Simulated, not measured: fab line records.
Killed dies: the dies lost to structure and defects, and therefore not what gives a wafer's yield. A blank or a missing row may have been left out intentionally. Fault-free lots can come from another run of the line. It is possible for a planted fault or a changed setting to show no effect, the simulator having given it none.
The tool behind it: which one? -- flow berkeley-cmos170 -- 15 lots with 45 wafers sampled at 4 steps, on a route of 331 steps

== WHAT THE GAUGES SHOWED, per wafer ==
UCB170_V2_OVL_MEAS_13. Usual: V2_OVL gives 0 nm (standard deviation 6.3).
lot,measured,on,V2_OVL (nm),flag
L929,day 8 19:57,overlay-01,5 -7 0,
L925,day 8 21:23,overlay-01,-14 -12 -8,
L926,day 8 20:40,overlay-02,0 -16 -5,
L928,day 9 04:08,overlay-01,5 2 1,
L927,day 9 04:17,overlay-02,5 9 1,
L933,day 9 23:00,overlay-01,-9 -4 -3,
L932,day 10 00:06,overlay-01,4 2 3,
L934,day 10 01:01,overlay-02,-3 5 3,
L936,day 11 05:59,overlay-01,3 0 -5,
L940,day 11 06:11,overlay-01,3 -4 -6,
L935,day 11 06:16,overlay-02,-1 0 4,
L939,day 11 06:28,overlay-01,-1 -3 1,
L942,day 11 22:44,overlay-02,1 -5 -6,
L944,day 12 01:25,overlay-02,4 11 11,
L945,day 12 12:20,overlay-02,-11 -3 -2,

UCB170_M3_CD_MEAS_90 targets a cd of 700 nm. Usual: cd-nm 699.8 nm, standard deviation 2.1.
lot,measured,on,cd-nm (nm),flag
L929,day 9 02:35,cd-sem-01,700.3 700.2 699.0,
L925,day 9 02:55,cd-sem-02,695.7 695.1 694.7,
L926,day 9 02:52,cd-sem-01,699.2 699.5 702.5,
L928,day 9 07:12,cd-sem-02,700.7 699.3 700.6,
L927,day 9 07:16,cd-sem-01,698.1 697.1 699.5,
L933,day 10 02:36,cd-sem-02,698.5 697.0 699.5,
L932,day 10 04:17,cd-sem-02,699.0 697.9 702.9,
L934,day 10 04:35,cd-sem-02,697.3 700.0 697.7,
L936,day 11 09:10,cd-sem-02,701.6 701.0 703.8,
L940,day 11 09:24,cd-sem-02,696.3 695.1 699.9,
L935,day 11 09:54,cd-sem-02,698.3 698.7 700.5,
L939,day 11 10:06,cd-sem-02,701.1 698.3 702.6,
L942,day 12 03:42,cd-sem-02,698.2 700.8 700.0,
L944,day 12 04:58,cd-sem-02,702.9 700.9 702.0,
L945,day 12 15:31,cd-sem-01,701.8 699.6 699.0,

UCB170_M3_BOW_MEAS_20. Usual: M3_BOW gives 34 um (standard deviation 7.2).
lot,measured,on,M3_BOW (um),flag
L929,day 9 02:42,film-metro-04,34 45 38,
L925,day 9 03:06,film-metro-04,30 34 36,
L926,day 9 02:59,film-metro-04,27 44 48,
L928,day 9 07:19,film-metro-01,40 33 45,
L927,day 9 07:23,film-metro-04,26 30 20,
L933,day 10 02:43,film-metro-01,28 35 32,
L932,day 10 04:24,film-metro-03,29 41 29,
L934,day 10 04:43,film-metro-01,32 30 40,
L936,day 11 09:17,film-metro-04,23 40 54,
L940,day 11 09:31,film-metro-01,39 29 37,
L935,day 11 10:01,film-metro-01,24 44 31,
L939,day 11 10:13,film-metro-04,32 31 29,
L942,day 12 03:49,film-metro-01,33 25 34,
L944,day 12 05:05,film-metro-04,43 44 38,
L945,day 12 15:38,film-metro-03,32 37 34,

== WHAT TOOL EACH LOT RAN ON (gives the tool, then ch and the chambers of the sampled wafers, and finally the start) ==
lot,UCB170_SPACER_CVD_00
L929,"pecvd-03 ch 0,1,2, day 7 08:01"
L925,"pecvd-02 ch 0,1,2, day 7 08:24"
L926,"pecvd-04 ch 1,2, day 7 09:23"
L928,"pecvd-03 ch 0,1, day 7 09:44"
L927,"pecvd-02 ch 0,2, day 7 10:11"
L933,"pecvd-03 ch 0,1,2, day 8 20:08"
L932,"pecvd-02 ch 0,1,2, day 8 20:27"
L934,"pecvd-04 ch 0,1, day 8 21:46"
L936,"pecvd-03 ch 0,1, day 9 20:19"
L940,"pecvd-04 ch 0,1,2, day 9 20:19"
L935,"pecvd-02 ch 1,2, day 9 20:41"
L939,"pecvd-03 ch 0,1,2, day 9 21:02"
L942,"pecvd-04 ch 0,2, day 10 19:09"
L944,"pecvd-02 ch 0,1,2, day 10 19:24"
L945,"pecvd-04 ch 1,2, day 11 06:47"
- UCB170_SPACER_CVD_00: deposits SiO2 from TEOS/O2, target thk 376 nm, time 47 s.

== AS READ BY THE TOOLS THEMSELVES (means over the sampled wafers that have a number; for cases with no such wafer, the mark the record gives instead) ==
UCB170_SPACER_CVD_00. Usual: heater-power-w 277 W, standard deviation 63; susceptor-temp-C 390.01 C, standard deviation 0.23.
lot,tool,heater-power-w (W),susceptor-temp-C (C),flag
L929,pecvd-03,286,390.01,
L925,pecvd-02,302,390.12,
L926,pecvd-04,280,389.93,
L928,pecvd-03,335,389.99,
L927,pecvd-02,211,389.78,
L933,pecvd-03,275,390.16,
L932,pecvd-02,299,390.06,
L934,pecvd-04,205,389.94,
L936,pecvd-03,323,389.99,
L940,pecvd-04,271,390.26,
L935,pecvd-02,294,390.10,
L939,pecvd-03,301,390.13,
L942,pecvd-04,280,389.98,
L944,pecvd-02,258,389.92,
L945,pecvd-04,287,390.24,

== THE ANSWER, worked out from the rows above alone ==
Rule: a lot counts as off when the mean over its wafers that have a number is more than 3 standard deviations away from the usual mean. Also off: a lot with no number at a reading for which 4 or more lots have one. The other lots that the step has rows for count as sound. The gauges are gone through in route order, then the tools' own readings, and for those a lot's mean is taken as printed above. At the first step where some lot is off, the reading lying furthest off is the one used; lots without a number count as furthest.
No lot is off at any reading shown: from this, nothing can be told.

== WHAT WAS PUT IN BY THE SIMULATOR ==
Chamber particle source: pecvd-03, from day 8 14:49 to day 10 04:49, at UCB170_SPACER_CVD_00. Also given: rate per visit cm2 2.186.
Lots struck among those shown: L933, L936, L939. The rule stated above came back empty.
